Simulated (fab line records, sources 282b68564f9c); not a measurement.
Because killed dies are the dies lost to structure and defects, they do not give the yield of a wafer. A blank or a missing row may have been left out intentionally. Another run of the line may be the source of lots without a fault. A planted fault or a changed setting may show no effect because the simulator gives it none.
fab line records / flow rit_cmos
[record] lots = 14 wafers = 42 last_day = 7
route steps=202 shown CONTACT@179 M1@202
lots with no fault: from the same line, run without faults
start_h: hours from the record's opening day to when the first of the lot's shown wafers began / wait_h: hours elapsed since this lot's preceding step / " unchanged from the row above / L1.1+2: one row covering several wafers at once / - no value present, or no start provided / * or withheld: withheld / < > ~ a bound
route shown NAME@n: NAME is a module with steps in the file, n the number in the route of the first one / usual: average and standard deviation across the fault-free wafers / same: alike in all rows / chamber/n: place in a boat / sites: readings site by site / _std_site: the standard deviation of these / _edge_site: outer sites' mean less inner sites' / radius_mm: how far each site lies from the wafer's centre / mask NAME#n: copy n / behind: the most recent tool/chamber to have shaped the wafer / hold: the reason the lot was held/the length of the hold in hours/how it ended / device: which transistor (n, p or np) failed to switch / end of line: tests run on the same wafers once the route is complete / a step with no rows: only its recipe / killed: dies lost to structure and defects at the first sort, not the wafer's yield / map: the dies of a wafer, with x for killed, . for not killed, _ for no die there
set.NAME: the setting as run; set.NAME@STEP: as run at that earlier step / model.NAME: the simulator's own value behind a step, which no gauge read
one table for each step of the route and one row for each wafer, over a sample of lots
services: from which hour (start_h, from the record's first day; less than 0 if before it) a tool's chamber was out of use, for how many hours, and why
[[steps]]
[step RIT_CONTACT_ETCH_11]
[recipe] target_depth_a = 4800 over_etch_frac = 0.2 stop_on = TiSi2 chemistry = CHF3/CF4/Ar target = SiO2 CHF3_flow_sccm = 50 cf4_flow_sccm = 10 Ar_flow_sccm = 100 O2_flow_sccm = 5 pressure_mtorr = 100 rf_w = 200 time_s = 320
[usual] drypump_motor_current_A = 5.7/0.3 oes_product_au = 0.986/0.014 over_etch_frac = 0.2/0 throttle_valve_pct = 8.91/0.14
lot.wafer=L566.3 tool=rie_diel-01 chamber=0 start_h=54.98 wait_h=0.1 drypump_motor_current_A=6.0 oes_product_au=0.991 over_etch_frac=0.2 rf_hours_counter_h=5 throttle_valve_pct=8.88
lot.wafer=L566.4 tool=rie_diel-01 chamber=3 start_h=54.98 wait_h=0.1 drypump_motor_current_A=5.6 oes_product_au=0.977 over_etch_frac=0.2 rf_hours_counter_h=159 throttle_valve_pct=8.71
lot.wafer=L566.5 tool=rie_diel-01 chamber=2 start_h=54.98 wait_h=0.1 drypump_motor_current_A=5.4 oes_product_au=0.964 over_etch_frac=0.2 rf_hours_counter_h=- throttle_valve_pct=9.14
lot.wafer=L568.1 tool=rie_diel-01 chamber=2 start_h=63.42 wait_h=0.1 drypump_motor_current_A=5.4 oes_product_au=0.961 over_etch_frac=0.2 rf_hours_counter_h=62 throttle_valve_pct=9.13
lot.wafer=L568.5 tool=rie_diel-01 chamber=3 start_h=63.42 wait_h=0.1 drypump_motor_current_A=5.7 oes_product_au=0.977 over_etch_frac=0.2 rf_hours_counter_h=- throttle_valve_pct=8.72
lot.wafer=L568.6 tool=rie_diel-01 chamber=1 start_h=63.42 wait_h=0.1 drypump_motor_current_A=6.4 oes_product_au=1.010 over_etch_frac=0.2 rf_hours_counter_h=- throttle_valve_pct=9.02
lot.wafer=L569.1 tool=rie_diel-02 chamber=0 start_h=67.07 wait_h=0.1 drypump_motor_current_A=5.7 oes_product_au=0.976 over_etch_frac=0.2 rf_hours_counter_h=133 throttle_valve_pct=8.70
lot.wafer=L569.2 tool=rie_diel-02 chamber=1 start_h=67.07 wait_h=0.1 drypump_motor_current_A=5.7 oes_product_au=0.972 over_etch_frac=0.2 rf_hours_counter_h=141 throttle_valve_pct=8.94
lot.wafer=L569.3 tool=rie_diel-02 chamber=2 start_h=67.07 wait_h=0.1 drypump_motor_current_A=5.4 oes_product_au=0.995 over_etch_frac=0.2 rf_hours_counter_h=3 throttle_valve_pct=8.97
lot.wafer=L570.1 tool=rie_diel-02 chamber=0 start_h=73.75 wait_h=0.1 drypump_motor_current_A=5.7 oes_product_au=0.982 over_etch_frac=0.2 rf_hours_counter_h=133 throttle_valve_pct=8.70
lot.wafer=L570.2 tool=rie_diel-02 chamber=1 start_h=73.75 wait_h=0.1 drypump_motor_current_A=5.7 oes_product_au=0.974 over_etch_frac=0.2 rf_hours_counter_h=141 throttle_valve_pct=8.93
lot.wafer=L570.5 tool=rie_diel-02 chamber=1 start_h=73.75 wait_h=0.1 drypump_motor_current_A=5.7 oes_product_au=0.978 over_etch_frac=0.2 rf_hours_counter_h=- throttle_valve_pct=8.92
lot.wafer=L574.2 tool=rie_diel-03 chamber=0 start_h=91.82 wait_h=0.1 drypump_motor_current_A=5.5 oes_product_au=0.994 over_etch_frac=0.2 rf_hours_counter_h=1 throttle_valve_pct=8.77
lot.wafer=L574.5 tool=rie_diel-03 chamber=0 start_h=91.82 wait_h=0.1 drypump_motor_current_A=5.5 oes_product_au=0.998 over_etch_frac=0.2 rf_hours_counter_h=- throttle_valve_pct=8.78
lot.wafer=L574.6 tool=rie_diel-03 chamber=3 start_h=91.82 wait_h=0.1 drypump_motor_current_A=5.5 oes_product_au=0.994 over_etch_frac=0.2 rf_hours_counter_h=- throttle_valve_pct=9.08
lot.wafer=L575.3 tool=rie_diel-03 chamber=1 start_h=98.09 wait_h=0.1 drypump_motor_current_A=5.6 oes_product_au=0.980 over_etch_frac=0.2 rf_hours_counter_h=46 throttle_valve_pct=8.84
lot.wafer=L575.4 tool=rie_diel-03 chamber=3 start_h=98.09 wait_h=0.1 drypump_motor_current_A=5.5 oes_product_au=0.992 over_etch_frac=0.2 rf_hours_counter_h=48 throttle_valve_pct=9.08
lot.wafer=L575.6 tool=rie_diel-03 chamber=1 start_h=98.09 wait_h=0.1 drypump_motor_current_A=5.6 oes_product_au=0.988 over_etch_frac=0.2 rf_hours_counter_h=- throttle_valve_pct=8.85
lot.wafer=L576.1 tool=rie_diel-01 chamber=0 start_h=102.52 wait_h=0.1 drypump_motor_current_A=6.0 oes_product_au=0.993 over_etch_frac=0.2 rf_hours_counter_h=6 throttle_valve_pct=8.90
lot.wafer=L576.4 tool=rie_diel-01 chamber=3 start_h=102.52 wait_h=0.1 drypump_motor_current_A=5.6 oes_product_au=0.980 over_etch_frac=0.2 rf_hours_counter_h=- throttle_valve_pct=8.70
lot.wafer=L576.6 tool=rie_diel-01 chamber=2 start_h=102.52 wait_h=0.1 drypump_motor_current_A=5.4 oes_product_au=0.966 over_etch_frac=0.2 rf_hours_counter_h=- throttle_valve_pct=9.13
lot.wafer=L577.2 tool=rie_diel-02 chamber=1 start_h=107.75 wait_h=0.1 drypump_motor_current_A=5.7 oes_product_au=0.971 over_etch_frac=0.2 rf_hours_counter_h=142 throttle_valve_pct=8.92
lot.wafer=L577.3 tool=rie_diel-02 chamber=0 start_h=107.75 wait_h=0.1 drypump_motor_current_A=5.7 oes_product_au=0.973 over_etch_frac=0.2 rf_hours_counter_h=134 throttle_valve_pct=8.70
lot.wafer=L577.6 tool=rie_diel-02 chamber=2 start_h=107.75 wait_h=0.1 drypump_motor_current_A=5.4 oes_product_au=1.003 over_etch_frac=0.2 rf_hours_counter_h=- throttle_valve_pct=8.98
lot.wafer=L578.1 tool=rie_diel-03 chamber=2 start_h=111.45 wait_h=0.1 drypump_motor_current_A=5.9 oes_product_au=1.020 over_etch_frac=0.2 rf_hours_counter_h=73 throttle_valve_pct=8.93
lot.wafer=L578.2 tool=rie_diel-03 chamber=3 start_h=111.45 wait_h=0.1 drypump_motor_current_A=5.5 oes_product_au=0.993 over_etch_frac=0.2 rf_hours_counter_h=48 throttle_valve_pct=9.07
lot.wafer=L578.5 tool=rie_diel-03 chamber=0 start_h=111.45 wait_h=0.1 drypump_motor_current_A=5.5 oes_product_au=1.002 over_etch_frac=0.2 rf_hours_counter_h=- throttle_valve_pct=8.76
lot.wafer=L580.1 tool=rie_diel-03 chamber=3 start_h=122.79 wait_h=0.1 drypump_motor_current_A=5.5 oes_product_au=0.993 over_etch_frac=0.2 rf_hours_counter_h=48 throttle_valve_pct=9.09
lot.wafer=L580.3 tool=rie_diel-03 chamber=0 start_h=122.79 wait_h=0.1 drypump_motor_current_A=5.5 oes_product_au=0.994 over_etch_frac=0.2 rf_hours_counter_h=2 throttle_valve_pct=8.76
lot.wafer=L580.4 tool=rie_diel-03 chamber=1 start_h=122.79 wait_h=0.1 drypump_motor_current_A=5.6 oes_product_au=0.988 over_etch_frac=0.2 rf_hours_counter_h=47 throttle_valve_pct=8.85
lot.wafer=L581.1 tool=rie_diel-02 chamber=2 start_h=126.86 wait_h=0.1 drypump_motor_current_A=5.4 oes_product_au=0.995 over_etch_frac=0.2 rf_hours_counter_h=4 throttle_valve_pct=8.98
lot.wafer=L581.4 tool=rie_diel-02 chamber=1 start_h=126.86 wait_h=0.1 drypump_motor_current_A=5.7 oes_product_au=0.972 over_etch_frac=0.2 rf_hours_counter_h=142 throttle_valve_pct=8.94
lot.wafer=L581.5 tool=rie_diel-02 chamber=2 start_h=126.86 wait_h=0.1 drypump_motor_current_A=5.4 oes_product_au=0.994 over_etch_frac=0.2 rf_hours_counter_h=- throttle_valve_pct=9.00
lot.wafer=L585.2 tool=rie_diel-03 chamber=0 start_h=148.10 wait_h=0.1 drypump_motor_current_A=5.5 oes_product_au=0.993 over_etch_frac=0.2 rf_hours_counter_h=3 throttle_valve_pct=8.76
lot.wafer=L585.5 tool=rie_diel-03 chamber=2 start_h=148.10 wait_h=0.1 drypump_motor_current_A=5.9 oes_product_au=1.006 over_etch_frac=0.2 rf_hours_counter_h=- throttle_valve_pct=8.92
lot.wafer=L585.6 tool=rie_diel-03 chamber=1 start_h=148.10 wait_h=0.1 drypump_motor_current_A=5.6 oes_product_au=0.976 over_etch_frac=0.38169 rf_hours_counter_h=- throttle_valve_pct=8.86
lot.wafer=L586.1 tool=rie_diel-01 chamber=0 start_h=153.35 wait_h=0.1 drypump_motor_current_A=6.0 oes_product_au=0.986 over_etch_frac=0.2 rf_hours_counter_h=7 throttle_valve_pct=8.90
lot.wafer=L586.2 tool=rie_diel-01 chamber=1 start_h=153.35 wait_h=0.1 drypump_motor_current_A=6.4 oes_product_au=0.992 over_etch_frac=0.2 rf_hours_counter_h=1 throttle_valve_pct=9.03
lot.wafer=L586.6 tool=rie_diel-01 chamber=1 start_h=153.35 wait_h=0.1 drypump_motor_current_A=6.4 oes_product_au=0.996 over_etch_frac=0.2 rf_hours_counter_h=- throttle_valve_pct=9.05
lot.wafer=L588.2 tool=rie_diel-03 chamber=0 start_h=161.55 wait_h=0.1 drypump_motor_current_A=5.5 oes_product_au=0.998 over_etch_frac=0.2 rf_hours_counter_h=3 throttle_valve_pct=8.76
lot.wafer=L588.4 tool=rie_diel-03 chamber=1 start_h=161.55 wait_h=0.1 drypump_motor_current_A=5.6 oes_product_au=0.973 over_etch_frac=0.38169 rf_hours_counter_h=48 throttle_valve_pct=8.86
lot.wafer=L588.6 tool=rie_diel-03 chamber=3 start_h=161.55 wait_h=0.1 drypump_motor_current_A=5.5 oes_product_au=0.986 over_etch_frac=0.2 rf_hours_counter_h=- throttle_valve_pct=9.08
[step RIT_M1_PROBE_99]
[usual] killed_at_M0_to_M3 = 0.0/0.14 killed_at_contacts = 0.0/0.22 killed_at_front_end = 6.5/3 killed_dies = 6.6/3 killed_open = 3.4/2.2 killed_short = 3.3/1.7
[same] gross_dies = 264 killed_at_M4_up = 0 killed_at_back_side = 0 killed_at_other = 0
lot.wafer=L566.3 tool=prober-01 chamber=- start_h=60.06 wait_h=0.2 killed_at_M0_to_M3=0 killed_at_contacts=0 killed_at_front_end=4 killed_dies=4 killed_open=2 killed_short=2
lot.wafer=L566.4 tool=prober-01 chamber=- start_h=60.11 wait_h=0.2 killed_at_M0_to_M3=0 killed_at_contacts=0 killed_at_front_end=5 killed_dies=5 killed_open=1 killed_short=4
lot.wafer=L566.5 tool=prober-01 chamber=- start_h=60.16 wait_h=0.2 killed_at_M0_to_M3=0 killed_at_contacts=0 killed_at_front_end=2 killed_dies=2 killed_open=1 killed_short=1
lot.wafer=L568.1 tool=prober-01 chamber=- start_h=68.52 wait_h=0.1 killed_at_M0_to_M3=0 killed_at_contacts=0 killed_at_front_end=4 killed_dies=4 killed_open=2 killed_short=2
lot.wafer=L568.5 tool=prober-01 chamber=- start_h=68.72 wait_h=0.2 killed_at_M0_to_M3=0 killed_at_contacts=0 killed_at_front_end=7 killed_dies=7 killed_open=4 killed_short=3
lot.wafer=L568.6 tool=prober-01 chamber=- start_h=68.77 wait_h=0.2 killed_at_M0_to_M3=0 killed_at_contacts=0 killed_at_front_end=4 killed_dies=4 killed_open=0 killed_short=4
lot.wafer=L569.1 tool=prober-02 chamber=- start_h=72.09 wait_h=0.1 killed_at_M0_to_M3=0 killed_at_contacts=0 killed_at_front_end=9 killed_dies=9 killed_open=4 killed_short=5
lot.wafer=L569.2 tool=prober-02 chamber=- start_h=72.14 wait_h=0.1 killed_at_M0_to_M3=0 killed_at_contacts=0 killed_at_front_end=12 killed_dies=12 killed_open=3 killed_short=9
lot.wafer=L569.3 tool=prober-02 chamber=- start_h=72.19 wait_h=0.2 killed_at_M0_to_M3=0 killed_at_contacts=0 killed_at_front_end=9 killed_dies=9 killed_open=4 killed_short=5
lot.wafer=L570.1 tool=prober-01 chamber=- start_h=78.95 wait_h=0.1 killed_at_M0_to_M3=0 killed_at_contacts=0 killed_at_front_end=6 killed_dies=6 killed_open=3 killed_short=3
lot.wafer=L570.2 tool=prober-01 chamber=- start_h=79.00 wait_h=0.1 killed_at_M0_to_M3=1 killed_at_contacts=0 killed_at_front_end=2 killed_dies=3 killed_open=2 killed_short=1
lot.wafer=L570.5 tool=prober-01 chamber=- start_h=79.15 wait_h=0.2 killed_at_M0_to_M3=0 killed_at_contacts=0 killed_at_front_end=12 killed_dies=12 killed_open=7 killed_short=5
lot.wafer=L574.2 tool=prober-01 chamber=- start_h=96.90 wait_h=0.1 killed_at_M0_to_M3=0 killed_at_contacts=0 killed_at_front_end=10 killed_dies=10 killed_open=3 killed_short=7
lot.wafer=L574.5 tool=prober-01 chamber=- start_h=97.05 wait_h=0.2 killed_at_M0_to_M3=0 killed_at_contacts=0 killed_at_front_end=7 killed_dies=7 killed_open=5 killed_short=2
lot.wafer=L574.6 tool=prober-01 chamber=- start_h=97.10 wait_h=0.2 killed_at_M0_to_M3=0 killed_at_contacts=0 killed_at_front_end=7 killed_dies=7 killed_open=2 killed_short=5
lot.wafer=L575.3 tool=prober-02 chamber=- start_h=103.76 wait_h=0.2 killed_at_M0_to_M3=0 killed_at_contacts=0 killed_at_front_end=15 killed_dies=15 killed_open=12 killed_short=3
lot.wafer=L575.4 tool=prober-02 chamber=- start_h=103.81 wait_h=0.2 killed_at_M0_to_M3=0 killed_at_contacts=0 killed_at_front_end=6 killed_dies=6 killed_open=4 killed_short=2
lot.wafer=L575.6 tool=prober-02 chamber=- start_h=103.91 wait_h=0.2 killed_at_M0_to_M3=0 killed_at_contacts=0 killed_at_front_end=7 killed_dies=7 killed_open=4 killed_short=3
lot.wafer=L576.1 tool=prober-01 chamber=- start_h=107.37 wait_h=0.1 killed_at_M0_to_M3=0 killed_at_contacts=0 killed_at_front_end=9 killed_dies=9 killed_open=4 killed_short=5
lot.wafer=L576.4 tool=prober-01 chamber=- start_h=107.52 wait_h=0.2 killed_at_M0_to_M3=0 killed_at_contacts=0 killed_at_front_end=5 killed_dies=5 killed_open=1 killed_short=4
lot.wafer=L576.6 tool=prober-01 chamber=- start_h=107.62 wait_h=0.2 killed_at_M0_to_M3=0 killed_at_contacts=0 killed_at_front_end=13 killed_dies=13 killed_open=6 killed_short=7
lot.wafer=L577.2 tool=prober-02 chamber=- start_h=112.85 wait_h=0.1 killed_at_M0_to_M3=0 killed_at_contacts=0 killed_at_front_end=5 killed_dies=5 killed_open=1 killed_short=4
lot.wafer=L577.3 tool=prober-02 chamber=- start_h=112.90 wait_h=0.2 killed_at_M0_to_M3=0 killed_at_contacts=0 killed_at_front_end=2 killed_dies=2 killed_open=0 killed_short=2
lot.wafer=L577.6 tool=prober-02 chamber=- start_h=113.05 wait_h=0.2 killed_at_M0_to_M3=0 killed_at_contacts=0 killed_at_front_end=10 killed_dies=10 killed_open=5 killed_short=5
lot.wafer=L578.1 tool=prober-01 chamber=- start_h=116.30 wait_h=0.1 killed_at_M0_to_M3=0 killed_at_contacts=0 killed_at_front_end=5 killed_dies=5 killed_open=3 killed_short=2
lot.wafer=L578.2 tool=prober-01 chamber=- start_h=116.35 wait_h=0.1 killed_at_M0_to_M3=0 killed_at_contacts=1 killed_at_front_end=4 killed_dies=5 killed_open=2 killed_short=3
lot.wafer=L578.5 tool=prober-01 chamber=- start_h=116.50 wait_h=0.2 killed_at_M0_to_M3=0 killed_at_contacts=0 killed_at_front_end=9 killed_dies=9 killed_open=5 killed_short=4
lot.wafer=L580.1 tool=prober-01 chamber=- start_h=127.82 wait_h=0.1 killed_at_M0_to_M3=0 killed_at_contacts=0 killed_at_front_end=10 killed_dies=10 killed_open=6 killed_short=4
lot.wafer=L580.3 tool=prober-01 chamber=- start_h=127.92 wait_h=0.2 killed_at_M0_to_M3=0 killed_at_contacts=0 killed_at_front_end=4 killed_dies=4 killed_open=2 killed_short=2
lot.wafer=L580.4 tool=prober-01 chamber=- start_h=127.97 wait_h=0.2 killed_at_M0_to_M3=0 killed_at_contacts=0 killed_at_front_end=6 killed_dies=6 killed_open=3 killed_short=3
lot.wafer=L581.1 tool=prober-02 chamber=- start_h=131.71 wait_h=0.1 killed_at_M0_to_M3=0 killed_at_contacts=0 killed_at_front_end=2 killed_dies=2 killed_open=1 killed_short=1
lot.wafer=L581.4 tool=prober-02 chamber=- start_h=131.86 wait_h=0.2 killed_at_M0_to_M3=0 killed_at_contacts=0 killed_at_front_end=2 killed_dies=2 killed_open=0 killed_short=2
lot.wafer=L581.5 tool=prober-02 chamber=- start_h=131.91 wait_h=0.2 killed_at_M0_to_M3=0 killed_at_contacts=0 killed_at_front_end=3 killed_dies=3 killed_open=2 killed_short=1
lot.wafer=L585.2 tool=prober-02 chamber=- start_h=153.40 wait_h=0.1 killed_at_M0_to_M3=0 killed_at_contacts=0 killed_at_front_end=8 killed_dies=8 killed_open=7 killed_short=1
lot.wafer=L585.5 tool=prober-02 chamber=- start_h=153.55 wait_h=0.2 killed_at_M0_to_M3=0 killed_at_contacts=0 killed_at_front_end=9 killed_dies=9 killed_open=4 killed_short=5
lot.wafer=L585.6 tool=prober-02 chamber=- start_h=153.60 wait_h=0.2 killed_at_M0_to_M3=0 killed_at_contacts=0 killed_at_front_end=6 killed_dies=6 killed_open=4 killed_short=2
lot.wafer=L586.1 tool=prober-01 chamber=- start_h=158.44 wait_h=0.1 killed_at_M0_to_M3=0 killed_at_contacts=0 killed_at_front_end=7 killed_dies=7 killed_open=5 killed_short=2
lot.wafer=L586.2 tool=prober-01 chamber=- start_h=158.49 wait_h=0.1 killed_at_M0_to_M3=0 killed_at_contacts=0 killed_at_front_end=2 killed_dies=2 killed_open=1 killed_short=1
lot.wafer=L586.6 tool=prober-01 chamber=- start_h=158.69 wait_h=0.2 killed_at_M0_to_M3=0 killed_at_contacts=0 killed_at_front_end=3 killed_dies=3 killed_open=2 killed_short=1
lot.wafer=L588.2 tool=prober-01 chamber=- start_h=168.83 wait_h=0.1 killed_at_M0_to_M3=0 killed_at_contacts=0 killed_at_front_end=6 killed_dies=6 killed_open=3 killed_short=3
lot.wafer=L588.4 tool=prober-01 chamber=- start_h=168.93 wait_h=0.2 killed_at_M0_to_M3=0 killed_at_contacts=0 killed_at_front_end=4 killed_dies=4 killed_open=3 killed_short=1
lot.wafer=L588.6 tool=prober-01 chamber=- start_h=169.03 wait_h=0.2 killed_at_M0_to_M3=0 killed_at_contacts=0 killed_at_front_end=6 killed_dies=6 killed_open=2 killed_short=4
// killed by level:class
L566.3 GATE:geometric_particle:short=1 REOX:geometric_particle:open=1 SPACER:geometric_particle:open=1 SPACER:geometric_particle:short=1
L566.4 SILICIDE:geometric_particle:short=2 FOX1:geometric_particle:open=1 GATE:geometric_particle:short=1 SPACER:geometric_particle:short=1
L566.5 FOX1:geometric_particle:short=1 REOX:geometric_particle:open=1
L568.1 GATE:geometric_particle:short=1 REOX:geometric_particle:open=1 SPACER:geometric_particle:open=1 SILICIDE:geometric_particle:short=1
L568.5 FOX1:geometric_particle:short=2 FOX1:geometric_particle:open=2 GATE:geometric_particle:open=1 REOX:geometric_particle:open=1 REOX:geometric_particle:short=1
L568.6 SPACER:geometric_particle:short=2 SILICIDE:geometric_particle:short=2
L569.1 GATE:geometric_particle:short=3 GATE:geometric_particle:open=2 FOX1:geometric_particle:open=1 FOX1:geometric_particle:short=1 FOX2:geometric_particle:short=1 FOX2:geometric_particle:open=1
L569.2 GATE:geometric_particle:short=3 FOX2:geometric_particle:short=2 SPACER:geometric_particle:open=2 FOX1:geometric_particle:short=1 REOX:geometric_particle:short=1 SPACER:geometric_particle:short=1 SILICIDE:geometric_particle:open=1 SILICIDE:geometric_particle:short=1
L569.3 GATE:geometric_particle:open=3 FOX1:geometric_particle:short=2 GATE:geometric_particle:short=2 REOX:geometric_particle:open=1 SPACER:geometric_particle:short=1
L570.1 GATE:geometric_particle:open=2 FOX1:geometric_particle:short=1 FOX2:geometric_particle:short=1 GATE:geometric_particle:short=1 SILICIDE:geometric_particle:open=1
L570.2 REOX:geometric_particle:open=1 SILICIDE:geometric_particle:open=1 M1:geometric_particle:short=1
L570.5 GATE:geometric_particle:short=3 SILICIDE:geometric_particle:open=3 GATE:geometric_particle:open=2 FOX2:geometric_particle:open=1 REOX:geometric_particle:open=1 SPACER:geometric_particle:short=1 SILICIDE:geometric_particle:short=1
L574.2 SPACER:geometric_particle:short=3 GATE:geometric_particle:short=2 FOX1:geometric_particle:short=1 FOX2:geometric_particle:short=1 GATE:geometric_particle:open=1 REOX:geometric_particle:open=1 SPACER:geometric_particle:open=1
L574.5 GATE:geometric_particle:short=2 REOX:geometric_particle:open=2 SILICIDE:geometric_particle:open=2 FOX1:geometric_particle:open=1
L574.6 GATE:geometric_particle:short=5 FOX1:geometric_particle:open=2
L575.3 GATE:geometric_particle:open=5 FOX1:geometric_particle:open=3 SPACER:geometric_particle:open=2 ACTIVE:geometric_particle:open=1 FOX1:geometric_particle:short=1 GATE:geometric_particle:short=1 SILICIDE:geometric_particle:open=1 SILICIDE:geometric_particle:short=1
L575.4 GATE:geometric_particle:open=2 GATE:geometric_particle:short=2 FOX2:geometric_particle:open=1 SILICIDE:geometric_particle:open=1
L575.6 REOX:geometric_particle:open=3 GATE:geometric_particle:short=2 SPACER:geometric_particle:short=1 SILICIDE:geometric_particle:open=1
L576.1 GATE:geometric_particle:short=5 GATE:geometric_particle:open=3 SILICIDE:geometric_particle:open=1
L576.4 REOX:geometric_particle:short=2 GATE:geometric_particle:open=1 GATE:geometric_particle:short=1 SPACER:geometric_particle:short=1
L576.6 FOX1:geometric_particle:short=2 GATE:geometric_particle:open=2 GATE:geometric_particle:short=2 SPACER:geometric_particle:open=2 SILICIDE:geometric_particle:short=2 FOX1:geometric_particle:open=1 SPACER:geometric_particle:short=1 SILICIDE:geometric_particle:open=1
L577.2 SPACER:geometric_particle:short=2 FOX1:geometric_particle:short=1 FOX1:geometric_particle:open=1 SILICIDE:geometric_particle:short=1
L577.3 FOX1:geometric_particle:short=1 REOX:geometric_particle:short=1
L577.6 SPACER:geometric_particle:open=4 SPACER:geometric_particle:short=3 REOX:geometric_particle:short=1 SILICIDE:geometric_particle:short=1 SILICIDE:geometric_particle:open=1
L578.1 FOX1:geometric_particle:open=2 FOX1:geometric_particle:short=1 GATE:geometric_particle:open=1 GATE:geometric_particle:short=1
L578.2 FOX1:geometric_particle:short=1 GATE:geometric_particle:short=1 GATE:geometric_particle:open=1 REOX:geometric_particle:open=1 CONTACT:geometric_particle:short=1
L578.5 FOX1:geometric_particle:open=2 FOX2:geometric_particle:short=2 SPACER:geometric_particle:open=2 FOX1:geometric_particle:short=1 SILICIDE:geometric_particle:short=1 SILICIDE:geometric_particle:open=1
L580.1 FOX2:geometric_particle:open=2 SILICIDE:geometric_particle:short=2 SILICIDE:geometric_particle:open=2 FOX1:geometric_particle:open=1 FOX2:geometric_particle:short=1 GATE:geometric_particle:open=1 REOX:geometric_particle:short=1
L580.3 FOX1:geometric_particle:short=1 FOX1:geometric_particle:open=1 SPACER:geometric_particle:open=1 SILICIDE:geometric_particle:short=1
L580.4 FOX1:geometric_particle:short=1 GATE:geometric_particle:open=1 REOX:geometric_particle:open=1 REOX:geometric_particle:short=1 SPACER:geometric_particle:open=1 SPACER:geometric_particle:short=1
L581.1 REOX:geometric_particle:open=1 SILICIDE:geometric_particle:short=1
L581.4 FOX1:geometric_particle:short=1 FOX2:geometric_particle:short=1
L581.5 FOX1:geometric_particle:open=1 SPACER:geometric_particle:open=1 SILICIDE:geometric_particle:short=1
L585.2 SILICIDE:geometric_particle:open=4 FOX1:geometric_particle:open=1 FOX2:geometric_particle:open=1 GATE:geometric_particle:short=1 GATE:geometric_particle:open=1
L585.5 SPACER:geometric_particle:open=3 FOX1:geometric_particle:short=1 FOX2:geometric_particle:open=1 GATE:geometric_particle:short=1 REOX:geometric_particle:short=1 SPACER:geometric_particle:short=1 SILICIDE:geometric_particle:short=1
L585.6 FOX2:geometric_particle:open=2 FOX2:geometric_particle:short=1 GATE:geometric_particle:short=1 GATE:geometric_particle:open=1 REOX:geometric_particle:open=1
L586.1 SILICIDE:geometric_particle:open=2 FOX1:geometric_particle:open=1 FOX2:geometric_particle:short=1 FOX2:geometric_particle:open=1 REOX:geometric_particle:short=1 SPACER:geometric_particle:open=1
L586.2 FOX1:geometric_particle:short=1 GATE:geometric_particle:open=1
L586.6 FOX1:geometric_particle:open=1 GATE:geometric_particle:short=1 SPACER:geometric_particle:open=1
L588.2 FOX1:geometric_particle:short=2 GATE:geometric_particle:open=2 FOX1:geometric_particle:open=1 FOX2:geometric_particle:short=1
L588.4 GATE:geometric_particle:open=2 GATE:geometric_particle:short=1 SPACER:geometric_particle:open=1
L588.6 FOX1:geometric_particle:short=2 FOX1:geometric_particle:open=1 FOX2:geometric_particle:short=1 GATE:geometric_particle:short=1 REOX:geometric_particle:open=1
[[services]]
tool=rie_diel-02 chamber=3 start_h=42.94 hours=12.6 kind=repair
tool=rie_diel-03 chamber=1 start_h=56.06 hours=6.7 kind=repair
tool=rie_diel-01 chamber=0 start_h=59.10 hours=5.6 kind=repair
tool=rie_diel-02 chamber=3 start_h=76.76 hours=2.7 kind=repair
tool=rie_diel-01 chamber=- start_h=76.79 hours=0.7 kind=repair
tool=rie_diel-01 chamber=1 start_h=80.48 hours=- kind=clean
tool=rie_diel-01 chamber=1 start_h=80.48 hours=23.1 kind=scheduled_down
tool=rie_diel-01 chamber=1 start_h=80.48 hours=23.1 kind=vent_cycle
tool=rie_diel-01 chamber=3 start_h=103.58 hours=- kind=clean
tool=rie_diel-01 chamber=3 start_h=103.58 hours=15.2 kind=scheduled_down
tool=rie_diel-01 chamber=3 start_h=103.58 hours=15.2 kind=vent_cycle
tool=rie_diel-03 chamber=3 start_h=133.17 hours=10.2 kind=repair
[[key]]
[first_sign] step = RIT_CONTACT_ETCH_11 reading = over_etch_frac direction = up sigmas = 99+ usual = 0.2 struck = 0.38169
effect none on later readings
met_at RIT_CONTACT_ETCH_11
struck_lots L585,L588
struck_wafers L585.6,L588.4
tester_left_out L585,L588
onset_between 122.79 148.10
[fault] kind = process_parameter_drift tool = rie_diel-03 chamber = 1 onset_h = 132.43 steps = RIT_CONTACT_ETCH_11 channel = over_etch_frac offset = 0.18169 shape = step end_h = 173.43 stated = 0.2
// tester_left_out: of these lots the tester's yield and bins aren't shown, on N5 and GAA mostly nor the transistor test; their killed dies are dies lost to structure and defects alone, not to doping, threshold or leakage, so they don't give the yield
